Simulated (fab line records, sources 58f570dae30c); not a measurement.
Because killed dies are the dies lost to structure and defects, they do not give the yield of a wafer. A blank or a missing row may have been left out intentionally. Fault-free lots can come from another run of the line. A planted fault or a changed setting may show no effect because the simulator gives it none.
fab line records	flow berkeley-cmos170
[record] lots = 15	wafers = 45	last-day = 12
route steps=331 shown ZERO@13 GATE@143 NSD@195 V2@292
lots with no fault: from the same line, run without faults
start-h: hours from the record's opening day to when the first of the lot's shown wafers began	wait-h: hours elapsed since this lot's preceding step	" as in the row above	L1.1+2: several wafers, shown together as one row	- no value, or no start was given	* or withheld: withheld	< > ~ a bound
route shown NAME@n: names a module that has steps shown in the file, with the first one's number in the route	usual: mean and standard deviation over wafers with no fault	same: alike in all rows	chamber/n: place in a boat	sites: the reading at each site	_std_site: the standard deviation of these	_edge_site: outer sites' mean less inner sites'	radius-mm: how far each site lies from the wafer's centre	mask NAME#n: copy n	behind: the last tool/chamber to shape the wafer	hold: cause of the lot's hold/its duration in hours/its outcome	device: the transistor (n, p or np) that didn't switch	end of line: tests run on the same wafers once the route is complete	step lacking rows: just its recipe	killed: not the wafer's yield, but the dies lost to structure and defects at the first sort	map: dies across one wafer; x = killed, . = not, _ = none there
set.NAME: the setting as run; set.NAME@STEP: as run at that earlier step	model.NAME: the simulator's own value behind a step, which no gauge read
the route's steps for a sample of lots (tables are steps, rows are wafers)
services: when a tool's chamber went out of use (start-h, in hours from the record's first day, below 0 if earlier), for how many hours, and the reason
[[steps]]
[step UCB170_ZERO_STRIP_07]
[recipe] chemistry = O2	power-w = 400	pressure-mtorr = 3500	platen-temp-c = withheld	o2-flow-sccm = 400	overash-fraction = 0.5
[usual] drypump-motor-current-A = 5.7/0.52	oes-product-au = 0.728/0.0044	strip-time-to-endpoint-s = 21.47/0.064
lot.wafer	tool	chamber	start-h	wait-h	drypump-motor-current-A	oes-product-au	rf-hours-counter-h	strip-time-to-endpoint-s
L586.2	plasma-asher-01	0	18.36	0.0	5.9	0.726	33	21.41
L586.3	"	1	"	"	4.8	0.739	-	21.42
L586.6	"	1	"	"	4.8	0.730	-	21.40
L587.1	plasma-asher-03	0	22.86	0.0	6.0	0.723	25	21.43
L587.5	"	1	"	"	5.1	0.721	-	21.40
L587.6	"	0	"	"	6.0	0.724	-	21.44
L588.3	plasma-asher-04	1	29.91	0.0	6.1	0.738	-	21.48
L588.5	"	0	"	"	6.3	0.719	-	21.45
L588.6	"	1	"	"	6.1	0.727	-	21.46
L589.3	plasma-asher-04	0	32.93	0.0	6.3	0.728	-	21.39
L589.5	"	1	"	"	6.1	0.726	-	21.49
L589.6	"	0	"	"	6.3	0.731	-	21.47
L590.1	plasma-asher-01	1	39.53	0.0	4.8	0.728	35	21.53
L590.4	"	0	"	"	5.9	0.724	-	21.49
L590.5	"	0	"	"	5.9	0.731	-	21.53
L591.1	plasma-asher-03	0	43.78	0.0	6.0	0.734	27	21.50
L591.3	"	0	"	"	6.0	0.726	-	21.53
L591.4	"	1	"	"	5.1	0.733	-	21.50
L592.1	plasma-asher-03	1	48.62	0.0	5.1	0.732	28	21.64
L592.3	"	1	"	"	5.1	0.728	-	21.61
L592.5	"	0	"	"	6.0	0.722	-	21.59
L593.2	plasma-asher-01	0	55.23	0.0	5.9	0.730	37	21.37
L593.4	"	0	"	"	5.9	0.724	-	21.44
L593.5	"	0	"	"	5.9	0.728	-	21.40
L594.2	plasma-asher-04	0	60.81	0.0	6.3	0.727	38	21.45
L594.4	"	0	"	"	6.3	0.724	-	21.37
L594.6	"	1	"	"	6.1	0.726	-	21.45
L595.1	plasma-asher-04	1	65.81	0.0	6.1	0.720	39	21.47
L595.4	"	1	"	"	6.1	0.728	-	21.50
L595.6	"	1	"	"	6.0	0.737	-	21.54
L596.1	plasma-asher-04	0	72.59	0.0	6.3	0.728	39	21.51
L596.4	"	0	"	"	6.3	0.731	-	21.54
L596.5	"	0	"	"	6.3	0.724	-	21.47
L597.3	plasma-asher-01	1	77.94	0.0	4.8	0.731	-	21.52
L597.5	"	1	"	"	4.8	0.729	-	21.55
L597.6	"	0	"	"	5.9	0.721	-	21.46
L598.1	plasma-asher-04	0	83.24	0.0	6.3	0.725	41	21.46
L598.2	"	1	"	"	6.0	0.726	41	21.40
L598.5	"	1	"	"	6.1	0.724	-	21.44
L605.1	plasma-asher-03	0	115.23	0.0	6.0	0.727	36	21.52
L605.3	"	0	"	"	6.0	0.732	-	21.46
L605.6	"	1	"	"	5.1	0.730	-	21.57
L608.2	plasma-asher-03	0	130.98	0.0	6.0	0.726	38	21.40
L608.3	"	0	"	"	6.0	0.741	-	21.44
L608.5	"	0	"	"	6.0	0.720	-	21.45
[step UCB170_GATE_CD_MEAS_90]
[recipe] target-cd-nm = 350
[usual] cd-nm = 350.2/1.8
lot.wafer	tool	chamber	start-h	wait-h	cd-nm
L586.2	cd-sem-01	-	120.95	0.1	348.0
L586.3	"	-	"	"	348.1
L586.6	"	-	"	"	349.4
L588.3	cd-sem-01	-	132.71	0.1	353.6
L588.5	"	-	"	"	352.7
L588.6	"	-	"	"	351.4
L587.1	cd-sem-01	-	132.95	0.1	347.7
L587.5	"	-	"	"	348.6
L587.6	"	-	"	"	346.4
L590.1	cd-sem-02	-	139.86	0.1	349.5
L590.4	"	-	"	"	351.5
L590.5	"	-	"	"	351.9
L589.3	cd-sem-01	-	140.18	0.1	351.6
L589.5	"	-	"	"	351.6
L589.6	"	-	"	"	350.9
L591.1	cd-sem-02	-	152.99	0.1	350.6
L591.3	"	-	"	"	349.9
L591.4	"	-	"	"	349.1
L592.1	cd-sem-02	-	153.24	0.1	350.9
L592.3	"	-	"	"	350.4
L592.5	"	-	"	"	351.0
L595.1	cd-sem-01	-	166.17	0.1	350.7
L595.4	"	-	"	"	349.4
L595.6	"	-	"	"	348.8
L594.2	cd-sem-01	-	166.41	0.1	351.6
L594.4	"	-	"	"	352.4
L594.6	"	-	"	"	352.4
L593.2	cd-sem-02	-	166.55	0.1	350.5
L593.4	"	-	"	"	351.4
L593.5	"	-	"	"	348.7
L596.1	cd-sem-01	-	178.54	0.1	353.0
L596.4	"	-	"	"	350.2
L596.5	"	-	"	"	353.6
L597.3	cd-sem-01	-	178.86	0.1	352.2
L597.5	"	-	"	"	351.6
L597.6	"	-	"	"	353.0
L598.1	cd-sem-02	-	179.09	0.1	348.1
L598.2	"	-	"	"	347.1
L598.5	"	-	"	"	346.8
L605.1	cd-sem-02	-	210.38	0.2	346.5
L605.3	"	-	"	"	346.0
L605.6	"	-	"	"	346.7
L608.2	cd-sem-01	-	235.65	0.1	350.3
L608.3	"	-	"	"	347.8
L608.5	"	-	"	"	348.9
[step UCB170_NSD_IMPLANT_08]
[recipe] species = P	dose-cm2 = 3e+15	energy-kev = 40	tilt-deg = 7
lot.wafer	tool	chamber	start-h	wait-h
L586.2+3+6	implanter-02	0	135.66	0.0
L588.3+5+6	implanter-03	0	144.80	0.1
L587.1+5+6	implanter-03	0	145.14	0.0
L590.1+4+5	implanter-03	0	154.23	0.0
L589.3+5+6	implanter-02	0	154.56	0.1
L591.1+3+4	implanter-03	0	168.47	0.0
L592.1+3+5	implanter-04	0	168.62	0.0
L592.1+3+5	implanter-04	0	168.94	0.3
L595.1+4+6	implanter-02	0	177.28	0.0
L593.2+4+5	implanter-03	0	178.03	0.0
L594.2+4+6	implanter-02	0	178.10	0.0
L594.2+4+6	implanter-02	0	178.43	0.3
L596.1+4+5	implanter-03	0	194.32	0.0
L598.1+2+5	implanter-04	0	194.49	0.0
L598.1+2+5	implanter-04	0	194.81	0.3
L597.3+5+6	implanter-03	0	194.82	0.1
L605.1+3+6	implanter-02	0	222.87	0.0
L608.2+3+5	implanter-03	0	253.80	0.0
[step UCB170_NSD_STRIP_09]
[recipe] chemistry = O2	power-w = 400	pressure-mtorr = 3500	platen-temp-c = withheld	o2-flow-sccm = 400	overash-fraction = 0.5
[usual] drypump-motor-current-A = 5.6/0.43	oes-product-au = 0.533/0.0046	strip-time-to-endpoint-s = 35.80/0.061
lot.wafer	tool	chamber	start-h	wait-h	drypump-motor-current-A	oes-product-au	rf-hours-counter-h	strip-time-to-endpoint-s
L586.2	plasma-asher-04	0	135.78	0.1	6.3	0.530	47	35.80
L586.3	"	0	"	"	6.3	0.532	-	35.74
L586.6	"	1	"	"	6.1	0.532	-	35.83
L588.3	plasma-asher-03	1	144.93	0.1	5.1	0.536	-	35.89
L588.5	"	0	"	"	6.0	0.534	-	35.90
L588.6	"	1	"	"	5.1	0.530	-	35.87
L587.1	plasma-asher-02	1	145.29	0.1	5.3	0.535	35	35.74
L587.5	"	1	"	"	5.3	0.529	-	35.84
L587.6	"	0	"	"	5.2	0.533	-	35.79
L590.1	plasma-asher-02	1	154.38	0.1	5.4	0.524	35	35.75
L590.4	"	0	"	"	5.2	0.537	-	35.73
L590.5	"	1	"	"	5.4	0.527	-	35.76
L589.3	plasma-asher-03	0	154.69	0.1	6.0	0.537	-	35.80
L589.5	"	1	"	"	5.1	0.540	-	35.76
L589.6	"	0	"	"	6.0	0.533	-	35.89
L591.1	plasma-asher-03	0	168.62	0.1	6.0	0.528	43	35.96
L591.3	"	1	"	"	5.1	0.528	-	35.85
L591.4	"	0	"	"	6.0	0.532	-	35.83
L592.1	plasma-asher-02	0	169.09	0.1	5.2	0.485	37	42.74
L592.3	"	1	"	"	5.4	0.487	-	42.77
L592.5	"	1	"	"	5.4	0.480	-	42.77
L595.1	plasma-asher-02	0	177.58	0.2	5.2	0.534	38	35.87
L595.4	"	0	"	"	5.2	0.535	-	35.87
L595.6	"	1	"	"	5.3	0.528	-	35.79
L593.2	plasma-asher-04	0	178.15	0.1	6.3	0.533	52	35.73
L593.4	"	1	"	"	6.1	0.527	-	35.83
L593.5	"	0	"	"	6.3	0.537	-	35.71
L594.2	plasma-asher-03	1	178.67	0.2	5.1	0.481	44	42.81
L594.4	"	0	"	"	6.0	0.486	-	42.82
L594.6	"	1	"	"	5.1	0.481	-	42.80
L596.1	plasma-asher-04	0	194.47	0.1	6.3	0.531	54	35.78
L596.4	"	1	"	"	6.0	0.534	-	35.68
L596.5	"	1	"	"	6.1	0.536	-	35.71
L597.3	plasma-asher-03	1	194.95	0.1	5.1	0.530	-	35.90
L597.5	"	0	"	"	6.0	0.535	-	35.96
L597.6	"	1	"	"	5.1	0.530	-	35.88
L598.1	plasma-asher-02	1	194.96	0.1	5.4	0.483	40	42.75
L598.2	"	0	"	"	5.2	0.495	40	42.78
L598.5	"	0	"	"	5.3	0.483	-	42.78
L605.1	plasma-asher-02	1	223.02	0.1	5.3	0.531	43	35.73
L605.3	"	1	"	"	5.4	0.526	-	35.81
L605.6	"	1	"	"	5.4	0.533	-	35.81
L608.2	plasma-asher-04	0	253.92	0.1	6.3	0.531	61	35.77
L608.3	"	0	"	"	6.3	0.540	-	35.74
L608.5	"	0	"	"	6.3	0.533	-	35.69
[step UCB170_NSD_TW_MEAS_10]
[usual] NSD_TW = 4162/32
lot.wafer	tool	chamber	start-h	wait-h	NSD_TW
L586.2	film-metro-03	-	135.89	0.1	4126
L586.3	"	-	"	"	4130
L586.6	"	-	"	"	4128
L588.3	film-metro-03	-	145.02	0.1	4137
L588.5	"	-	"	"	4117
L588.6	"	-	"	"	4120
L587.1	film-metro-01	-	145.39	0.1	4173
L587.5	"	-	"	"	4167
L587.6	"	-	"	"	4165
L590.1	film-metro-01	-	154.48	0.1	4175
L590.4	"	-	"	"	4181
L590.5	"	-	"	"	4185
L589.3	film-metro-03	-	154.78	0.1	4122
L589.5	"	-	"	"	4142
L589.6	"	-	"	"	4118
L591.1	film-metro-02	-	168.72	0.1	4187
L591.3	"	-	"	"	4188
L591.4	"	-	"	"	4208
L592.1	film-metro-01	-	169.19	0.1	4402
L592.3	"	-	"	"	4388
L592.5	"	-	"	"	4373
L595.1	film-metro-01	-	177.68	0.1	4175
L595.4	"	-	"	"	4188
L595.6	"	-	"	"	4177
L593.2	film-metro-01	-	178.26	0.1	4162
L593.4	"	-	"	"	4172
L593.5	"	-	"	"	4167
L594.2	film-metro-03	-	178.78	0.1	4347
L594.4	"	-	"	"	4345
L594.6	"	-	"	"	4354
L596.1	film-metro-02	-	194.57	0.1	4171
L596.4	"	-	"	"	4214
L596.5	"	-	"	"	4172
L597.3	film-metro-03	-	195.04	0.1	4131
L597.5	"	-	"	"	4147
L597.6	"	-	"	"	4129
L598.1	film-metro-03	-	195.08	0.1	4328
L598.2	"	-	"	"	4324
L598.5	"	-	"	"	4352
L605.1	film-metro-02	-	223.12	0.1	4217
L605.3	"	-	"	"	4183
L605.6	"	-	"	"	4198
L608.2	film-metro-03	-	254.03	0.1	4110
L608.3	"	-	"	"	4107
L608.5	"	-	"	"	4139
[step UCB170_SDANNEAL_RS_MEAS_03]
[recipe] thk-meas-gauge = four-point-probe
[usual] NSD_RS = 37.28/0.12
lot.wafer	tool	chamber	start-h	wait-h	NSD_RS[ohm/sq]
L586.2	film-metro-02	-	137.43	0.1	37.24
L586.3	"	-	"	"	37.39
L586.6	"	-	"	"	37.28
L588.3	film-metro-02	-	146.25	0.1	37.14
L588.5	"	-	"	"	37.02
L588.6	"	-	"	"	37.07
L587.1	film-metro-01	-	146.61	0.1	37.41
L587.5	"	-	"	"	37.22
L587.6	"	-	"	"	37.28
L590.1	film-metro-02	-	155.79	0.1	37.32
L590.4	"	-	"	"	37.40
L590.5	"	-	"	"	37.31
L589.3	film-metro-01	-	156.23	0.1	37.33
L589.5	"	-	"	"	37.29
L589.6	"	-	"	"	37.18
L591.1	film-metro-03	-	169.95	0.1	37.38
L591.3	"	-	"	"	37.29
L591.4	"	-	"	"	37.35
L592.1	film-metro-02	-	170.64	0.2	30.20
L592.3	"	-	"	"	30.23
L592.5	"	-	"	"	30.22
L595.1	film-metro-02	-	179.53	0.1	37.11
L595.4	"	-	"	"	37.15
L595.6	"	-	"	"	37.13
L593.2	film-metro-01	-	179.84	0.1	37.30
L593.4	"	-	"	"	37.28
L593.5	"	-	"	"	37.20
L594.2	film-metro-03	-	180.18	0.1	30.28
L594.4	"	-	"	"	30.21
L594.6	"	-	"	"	30.25
L596.1	film-metro-03	-	196.02	0.1	37.41
L596.4	"	-	"	"	37.20
L596.5	"	-	"	"	37.35
L598.1	film-metro-02	-	196.34	0.1	30.19
L598.2	"	-	"	"	30.13
L598.5	"	-	"	"	30.24
L597.3	film-metro-03	-	196.54	0.1	37.25
L597.5	"	-	"	"	37.28
L597.6	"	-	"	"	37.27
L605.1	film-metro-01	-	224.34	0.1	37.34
L605.3	"	-	"	"	37.30
L605.6	"	-	"	"	37.25
L608.2	film-metro-03	-	256.88	0.1	37.39
L608.3	"	-	"	"	37.37
L608.5	"	-	"	"	37.39
[step UCB170_V2_CVD_00]
[recipe] material = SiO2	target-thk-nm = 2000	temp-c = 390	precursor = TEOS/O2	time-s = 250	rf-w = 550	pressure-mtorr = 9000
[usual] heater-power-w = 268/77
lot.wafer	tool	chamber	start-h	wait-h	heater-power-w
L586.2	pecvd-02	1	154.74	0.1	273
L586.3	"	2	"	"	233
L586.6	"	2	"	"	281
L588.3	pecvd-02	2	165.80	0.1	198
L588.5	"	0	"	"	209
L588.6	"	2	"	"	267
L587.1	pecvd-01	0	166.17	0.1	263
L587.5	"	1	"	"	369
L587.6	"	2	"	"	261
L589.3	pecvd-01	2	174.30	0.1	218
L589.5	"	2	"	"	264
L589.6	"	1	"	"	280
L590.1	pecvd-02	0	174.45	0.1	278
L590.4	"	1	"	"	203
L590.5	"	2	"	"	186
L591.1	pecvd-01	0	185.30	0.1	200
L591.3	"	2	"	"	203
L591.4	"	2	"	"	273
L592.1	pecvd-04	0	188.08	0.1	160
L592.3	"	1	"	"	315
L592.5	"	2	"	"	357
L594.2	pecvd-04	0	198.81	0.1	226
L594.4	"	0	"	"	152
L594.6	"	1	"	"	243
L593.2	pecvd-01	0	199.02	0.1	249
L593.4	"	0	"	"	197
L593.5	"	1	"	"	385
L595.1	pecvd-02	0	199.30	0.1	288
L595.4	"	1	"	"	289
L595.6	"	2	"	"	185
L598.1	pecvd-01	0	213.55	0.1	257
L598.2	"	2	"	"	265
L598.5	"	2	"	"	184
L597.3	pecvd-02	0	214.63	0.1	281
L597.5	"	0	"	"	204
L597.6	"	1	"	"	205
L596.1	pecvd-04	1	214.91	0.1	323
L596.4	"	1	"	"	240
L596.5	"	2	"	"	460
L605.1	pecvd-01	2	242.26	0.1	257
L605.3	"	1	"	"	383
L605.6	"	1	"	"	278
L608.2	pecvd-04	0	274.71	0.1	224
L608.3	"	0	"	"	152
L608.5	"	2	"	"	459
[[services]]
tool	chamber	start-h	hours	kind
plasma-asher-02	-	2.53	0.8	repair
implanter-04	-	10.37	1.4	repair
pecvd-04	-	14.50	14.0	pm
pecvd-01	0	17.20	6.0	repair
implanter-04	-	25.50	4.8	repair
pecvd-02	1	37.07	3.2	repair
implanter-03	-	37.77	4.2	pm
implanter-04	-	69.89	4.6	pm
plasma-asher-01	-	78.97	15.6	pm
pecvd-04	-	88.62	2.8	pm
pecvd-01	-	93.10	10.9	repair
plasma-asher-02	-	117.97	1.3	repair
pecvd-02	-	135.50	14.0	pm
implanter-02	-	141.36	4.1	pm
plasma-asher-04	-	145.39	2.4	repair
implanter-02	-	146.05	2.0	repair
implanter-03	-	183.59	9.3	repair
implanter-02	-	186.66	3.6	repair
implanter-03	-	205.62	2.3	repair
pecvd-02	-	206.11	2.8	pm
pecvd-01	-	239.38	0.8	repair
plasma-asher-03	-	245.66	2.8	pm
implanter-03	-	245.98	4.4	repair
implanter-02	-	262.84	4.6	pm
[[key]]
[first-sign] step = UCB170_NSD_IMPLANT_08	reading = visit	direction = added
[effect] step = UCB170_NSD_STRIP_09	reading = strip-time-to-endpoint-s	direction = up	sigmas = 99+	usual = *	struck = *
[effect] step = UCB170_NSD_TW_MEAS_10	reading = NSD_TW	direction = up	sigmas = 6	usual = 4162	struck = 4357
[effect] step = UCB170_SDANNEAL_RS_MEAS_03	reading = NSD_RS	direction = down	sigmas = 60	usual = 37.28	struck = 30.22
met-at UCB170_NSD_IMPLANT_08
struck-lots L592,L594,L598
tester-left-out L592,L594,L598
not-acting-at UCB170_ZERO_STRIP_07,UCB170_GATE_CD_MEAS_90,UCB170_V2_CVD_00
[fault] kind = repeated-step-whole	tool = implanter-02,implanter-03,implanter-04	chamber = -	onset-h = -	steps = UCB170_NSD_IMPLANT_08	times = 1	scope = struck-lots-only
// tester-left-out: of these lots the tester's yield and bins aren't shown, on N5 and GAA mostly nor the transistor test; their killed dies are dies lost to structure and defects alone, not to doping, threshold or leakage, so they don't give the yield
